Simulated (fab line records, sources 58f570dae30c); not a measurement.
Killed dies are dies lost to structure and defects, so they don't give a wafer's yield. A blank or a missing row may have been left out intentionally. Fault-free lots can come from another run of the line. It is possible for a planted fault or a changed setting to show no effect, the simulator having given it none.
2 desks looking at one fault | flow berkeley_cmos170 | each desk holds nothing but its own numbers, with what lay behind them at the end

== AT THE METROLOGY DESK ==
Means of the sampled wafers that have a number, per lot and without regard to the tool the lot ran on: this is what the gauges read. Marked OUT: a lot whose mean sits more than 4 standard deviations from the usual mean, which makes it out of limits; the brackets give that distance.
Columns: A = PWELL_OXIDE_THK at UCB170_PWELL_THK_MEAS_03, usual 26.5 nm; B = ACTIVE_OVL at UCB170_ACTIVE_OVL_MEAS_14, usual -3 nm; C = NVT_TW at UCB170_NVT_TW_MEAS_09, usual 526.4
lot  | first seen here | A    | B   | C
L556 | day 3 05:22     | 26.5 | -2  | 527.6
L555 | day 3 05:23     | 26.6 | -4  | 525.4
L558 | day 3 19:55     | 27.4 | -3  | 526.2
L560 | day 3 19:55     | 27.0 | -5  | 529.0
L561 | day 4 08:53     | 26.1 | -6  | 526.0
L563 | day 4 18:44     | 26.1 | -8  | 529.9
L564 | day 4 18:44     | 26.4 | -4  | 527.9
L565 | day 5 07:49     | 26.8 | -3  | 530.2
L567 | day 5 19:22     | 27.1 | -7  | 528.8
L572 | day 6 18:20     | 26.6 | 1   | 523.1
L574 | day 7 01:27     | 26.0 | 2   | 523.5
L576 | day 7 13:09     | 27.0 | -10 | 525.1
L577 | day 7 22:40     | 25.9 | -1  | 525.0
L578 | day 7 22:41     | 26.6 | 4   | 522.6
This desk's verdict: no lot among the 14 shows anything out of limits.

== THE TOOL OWNER'S DESK: implanter-03 ==
The tool's own readings at UCB170_NVT_IMPLANT_07: means of the sampled wafers that have a number, for each lot that ran on this tool. Marked OUT: a lot whose mean sits more than 4 standard deviations from the usual mean, which makes it out of limits; the brackets give that distance.
Columns: A = beam_energy_keV at UCB170_NVT_IMPLANT_07, usual 49.998; B = dose_ions_cm2 at UCB170_NVT_IMPLANT_07, usual 3e+12
lot  | first seen here | A      | B
L555 | day 6 20:29     | 49.986 | 3e+12
L560 | day 7 07:52     | 49.993 | 3e+12
L561 | day 7 21:59     | 49.986 | 3e+12
L563 | day 8 07:26     | 50.015 | 3e+12 (+25) OUT
L567 | day 9 05:02     | 50.004 | 3e+12 (+25) OUT
This desk's finding: out of limits on L563, L567; first on L563, day 8 07:26 (dose_ions_cm2 at UCB170_NVT_IMPLANT_07). Within limits: L555, L560, L561.

== TAKEN TOGETHER ==
On L563, L567, at day 8 07:26, an alarm was possible from the tool owner's desk.
Nothing out of limits was seen by the metrology desk.
The metrology desk has L563, L567 on record, within its limits.
On implanter-03, each named lot ran UCB170_NVT_IMPLANT_07.

== WHAT THE SIMULATOR PUT IN ==
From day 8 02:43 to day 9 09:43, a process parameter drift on implanter-03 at UCB170_NVT_IMPLANT_07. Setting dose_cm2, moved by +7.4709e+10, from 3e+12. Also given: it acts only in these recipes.
Lots struck among those shown: L563, L567.
Each desk's first reading out of limits, in hours after the fault started: the tool owner's desk, 5.
